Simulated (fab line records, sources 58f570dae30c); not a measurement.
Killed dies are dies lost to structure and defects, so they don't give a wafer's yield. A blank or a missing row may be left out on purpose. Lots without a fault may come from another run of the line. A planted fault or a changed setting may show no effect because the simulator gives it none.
Which tool did it? | flow berkeley_cmos170 | 11 lots, 33 wafers sampled, at 5 steps of a route of 331

WHAT THE GAUGES READ, wafer by wafer
UCB170_V1_OVL_MEAS_13.
lot  | measured     | on         | V1_OVL (nm)
L513 | day 8 06:55  | overlay-01 | 6 0 -1
L515 | day 8 15:32  | overlay-01 | 6 10 6
L514 | day 8 15:43  | overlay-02 | 9 8 11
L518 | day 9 09:49  | overlay-01 | -5 -1 -5
L516 | day 9 09:55  | overlay-01 | 0 -1 4
L517 | day 9 10:14  | overlay-01 | -1 -1 -2
L521 | day 10 08:14 | overlay-01 | -6 -3 -5
L522 | day 10 11:17 | overlay-01 | 14 20 15
L519 | day 10 11:35 | overlay-02 | 2 7 4
L526 | day 11 14:24 | overlay-02 | -5 0 -5
L533 | day 13 03:01 | overlay-01 | -4 1 4

UCB170_V1_CD_MEAS_90: target cd 700 nm.
lot  | measured     | on        | cd_nm (nm)
L513 | day 8 07:15  | cd_sem-02 | 697.4 700.8 700.1
L515 | day 8 15:50  | cd_sem-01 | 700.0 698.1 697.6
L514 | day 8 16:02  | cd_sem-01 | 698.1 698.2 699.2
L518 | day 9 10:09  | cd_sem-02 | 701.4 701.2 700.8
L516 | day 9 10:15  | cd_sem-01 | 699.6 698.3 700.8
L517 | day 9 10:32  | cd_sem-02 | 701.2 700.5 701.1
L521 | day 10 08:33 | cd_sem-01 | 700.2 699.0 701.2
L522 | day 10 11:36 | cd_sem-01 | 700.6 702.2 701.5
L519 | day 10 11:55 | cd_sem-02 | 701.2 701.0 703.0
L526 | day 11 14:44 | cd_sem-02 | 703.1 700.9 700.1
L533 | day 13 03:20 | cd_sem-02 | 700.9 703.3 702.6

UCB170_M2_CD_MEAS_15: target cd 700 nm.
lot  | measured     | on        | cd_nm (nm)
L513 | day 8 09:34  | cd_sem-01 | 700.9 699.9 701.1
L515 | day 8 18:00  | cd_sem-02 | 698.4 700.2 699.9
L514 | day 8 18:14  | cd_sem-02 | 703.0 703.5 703.2
L518 | day 9 12:15  | cd_sem-01 | 699.0 698.4 698.8
L516 | day 9 12:31  | cd_sem-02 | 697.9 698.8 698.3
L517 | day 9 12:37  | cd_sem-01 | 701.2 701.3 702.0
L521 | day 10 11:29 | cd_sem-02 | 699.6 699.0 699.0
L522 | day 10 14:09 | cd_sem-02 | 699.0 701.3 701.4
L519 | day 10 14:44 | cd_sem-01 | 699.9 700.5 699.8
L526 | day 11 16:49 | cd_sem-01 | 697.8 697.6 698.3
L533 | day 13 06:43 | cd_sem-01 | 699.7 697.0 698.1

UCB170_M3_OVL_MEAS_16.
lot  | measured     | on         | M3_OVL (nm)
L513 | day 8 15:07  | overlay-01 | -8 1 -6
L515 | day 8 23:17  | overlay-02 | -4 -2 -4
L514 | day 8 23:29  | overlay-01 | -1 -1 1
L518 | day 9 18:38  | overlay-02 | -2 5 2
L516 | day 9 18:54  | overlay-02 | -9 -13 -10
L517 | day 9 19:27  | overlay-02 | 5 0 -4
L521 | day 10 17:03 | overlay-01 | 3 -1 6
L522 | day 10 20:56 | overlay-01 | 198 194 198
L519 | day 10 21:13 | overlay-01 | 209 203 206
L526 | day 11 21:54 | overlay-02 | -5 -9 -5
L533 | day 13 12:04 | overlay-01 | -4 -3 -2

WHICH TOOL RAN EACH LOT (tool, then ch and the chambers of the sampled wafers, then the start)
lot  | UCB170_M3_EXPOSE_12
L513 | krf_scanner-01 ch 0, day 8 14:29
L515 | krf_scanner-01 ch 0, day 8 22:26
L514 | krf_scanner-01 ch 0, day 8 22:38
L518 | krf_scanner-01 ch 0, day 9 17:40
L516 | krf_scanner-01 ch 0, day 9 17:48
L517 | krf_scanner-02 ch 0, day 9 18:46
L521 | krf_scanner-02 ch 0, day 10 16:23
L522 | krf_scanner-02 ch 0, day 10 19:52
L519 | krf_scanner-02 ch 0, day 10 20:42
L526 | krf_scanner-01 ch 0, day 11 21:23
L533 | krf_scanner-01 ch 0, day 13 11:34
- UCB170_M3_EXPOSE_12: exposes mask METAL3, target cd 700 nm.

WHAT THE TOOLS THEMSELVES READ (means of the sampled wafers that have a number; where no wafer has one, the mark that the record gives instead)
The record holds no such reading with a usual standard deviation.

THE ANSWER, worked out from the rows above alone
Rule: what is usual is taken from the lots themselves. Put in order of their means at a reading, lots are off if they are a third of the lots or fewer, leave a main group of 4 or more, and stand apart from it by a gap of 3 or more times the standard deviation of the main group's means; of several such gaps the widest counts. A main group whose means are all the same, to the digits that the tables above print for the reading, isn't used. A lot without any number at a reading at which 4 lots or more have one is off too. The other lots that the step has rows for count as sound. The gauges are gone through in route order, then the tools' own readings, and for those a lot's mean is taken as printed above. The first step at which some lot is off is used, and at that step the reading that is off furthest; a lot without a number counts as furthest.
Off: L522, L519, at UCB170_M3_OVL_MEAS_16 (M3_OVL). The main group: mean -3 nm, standard deviation 4.
A tool fits if, at a process step before that reading, it ran every lot that is off, and no sound lot after the first of them. The gauges at UCB170_M3_OVL_MEAS_16 are tried like those tools. One fits: krf_scanner-02 at UCB170_M3_EXPOSE_12. Its last sound lot is L521 (day 10 16:23), its first lot that is off L522 (day 10 19:52): a fault that began between those two fits.

WHAT THE SIMULATOR HAD PUT IN
Scanner matching overlay: krf_scanner-02, from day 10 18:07 on, at UCB170_M3_EXPOSE_12. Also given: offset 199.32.
Lots struck among those shown: L522, L519. The rule above found the same.
